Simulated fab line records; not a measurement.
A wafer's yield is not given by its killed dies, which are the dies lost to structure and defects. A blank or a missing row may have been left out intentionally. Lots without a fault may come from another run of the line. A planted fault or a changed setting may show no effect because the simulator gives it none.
Which tool was responsible? | flow ritCmos | 39 wafers from 13 lots sampled at 3 of the route's 202 steps

WHAT THE GAUGES READ, wafer by wafer
RIT_NWELL_OVL_MEAS_06.
lot  | measured    | on         | NWELL_OVL (nm)
L920 | day 1 21:59 | overlay-02 | -1.6 1.5 1.4
L921 | day 2 03:17 | overlay-02 | 1.3 0.4 0.6
L922 | day 2 07:39 | overlay-01 | -1.0 -3.0 -2.8
L923 | day 2 16:15 | overlay-01 | 0.5 -0.3 0.9
L924 | day 2 19:52 | overlay-01 | 2.8 -0.3 1.5
L926 | day 3 11:04 | overlay-01 | -0.4 0.5 0.9
L927 | day 3 15:17 | overlay-01 | -1.2 0.4 0.2
L928 | day 3 17:19 | overlay-01 | 2.0 1.2 0.7
L931 | day 4 06:43 | overlay-01 | -0.1 -1.4 -1.6
L934 | day 5 00:29 | overlay-01 | -0.9 0.6 0.2
L935 | day 5 03:19 | overlay-02 | 0.8 1.1 1.0
L936 | day 5 05:55 | overlay-02 | -0.3 -2.5 0.1
L941 | day 6 07:45 | overlay-02 | 1.1 0.6 0.5

RIT_M1_BOW_MEAS_16.
lot  | measured    | on           | M1_BOW (um)
L920 | day 3 14:04 | filmMetro-03 | 14 4 18
L921 | day 3 20:02 | filmMetro-02 | 9 14 18
L922 | day 4 05:38 | filmMetro-04 | 25 22 21
L923 | day 4 10:17 | filmMetro-03 | 11 16 18
L924 | day 4 14:46 | filmMetro-03 | 20 21 13
L926 | day 5 02:18 | filmMetro-03 | 19 21 20
L927 | day 5 08:39 | filmMetro-04 | 14 3 19
L928 | day 5 11:20 | filmMetro-03 | 7 25 12
L931 | day 5 21:48 | filmMetro-02 | 0 31 19
L934 | day 6 14:48 | filmMetro-02 | 21 13 14
L935 | day 6 17:22 | filmMetro-04 | 13 7 13
L936 | day 6 19:52 | filmMetro-03 | 6 16 5
L941 | day 7 22:25 | filmMetro-02 | 10 13 24

WHICH TOOL RAN EACH LOT (tool, then ch and the chambers of the sampled wafers, then the start)
lot  | RIT_M1_SPUTTER_00
L920 | pvdSputter-02, day 3 10:00
L921 | pvdSputter-01, day 3 15:48
L922 | pvdSputter-02, day 4 01:37
L923 | pvdSputter-01, day 4 06:22
L924 | pvdSputter-03, day 4 10:42
L926 | pvdSputter-02, day 4 22:14
L927 | pvdSputter-02, day 5 04:35
L928 | pvdSputter-01, day 5 07:10
L931 | pvdSputter-03, day 5 17:39
L934 | pvdSputter-02, day 6 10:40
L935 | pvdSputter-03, day 6 13:20
L936 | pvdSputter-02, day 6 15:57
L941 | pvdSputter-03, day 7 18:25
- RIT_M1_SPUTTER_00: material Al, target thk 400 nm, time 500 s.

WHAT THE TOOLS THEMSELVES READ (means of the sampled wafers that have a number; where no wafer has one, the mark that the record gives instead)
RIT_M1_SPUTTER_00.
lot  | tool          | throttleValvePct (%)
L920 | pvdSputter-02 | 30.3
L921 | pvdSputter-01 | 30.9
L922 | pvdSputter-02 | 30.5
L923 | pvdSputter-01 | 30.8
L924 | pvdSputter-03 | 30.0
L926 | pvdSputter-02 | 29.6
L927 | pvdSputter-02 | 29.4
L928 | pvdSputter-01 | 30.1
L931 | pvdSputter-03 | 31.7
L934 | pvdSputter-02 | 30.0
L935 | pvdSputter-03 | 30.7
L936 | pvdSputter-02 | 29.7
L941 | pvdSputter-03 | 31.0

THE ANSWER, worked out from the rows above alone
Rule: the usual values come from the lots themselves. Put in order of their means at a reading, lots are off if they are a third of the lots or fewer, leave a main group of 4 or more, and stand apart from it by a gap of 3 or more times the standard deviation of the main group's means; of several such gaps the widest counts. A main group whose means are all the same, to the digits that the tables above print for the reading, isn't used. Also off: a lot with no number at a reading for which 4 or more lots have one. Any other lot the step has rows for is counted as sound. Order of review: gauges by route order, followed by the tools' own readings, for which a lot's mean as printed above is used. At the first step where some lot is off, the reading lying furthest off is the one used; lots without a number count as furthest.
No lot is off at any reading shown: from this, nothing can be told.

WHAT HAD BEEN PUT IN BY THE SIMULATOR
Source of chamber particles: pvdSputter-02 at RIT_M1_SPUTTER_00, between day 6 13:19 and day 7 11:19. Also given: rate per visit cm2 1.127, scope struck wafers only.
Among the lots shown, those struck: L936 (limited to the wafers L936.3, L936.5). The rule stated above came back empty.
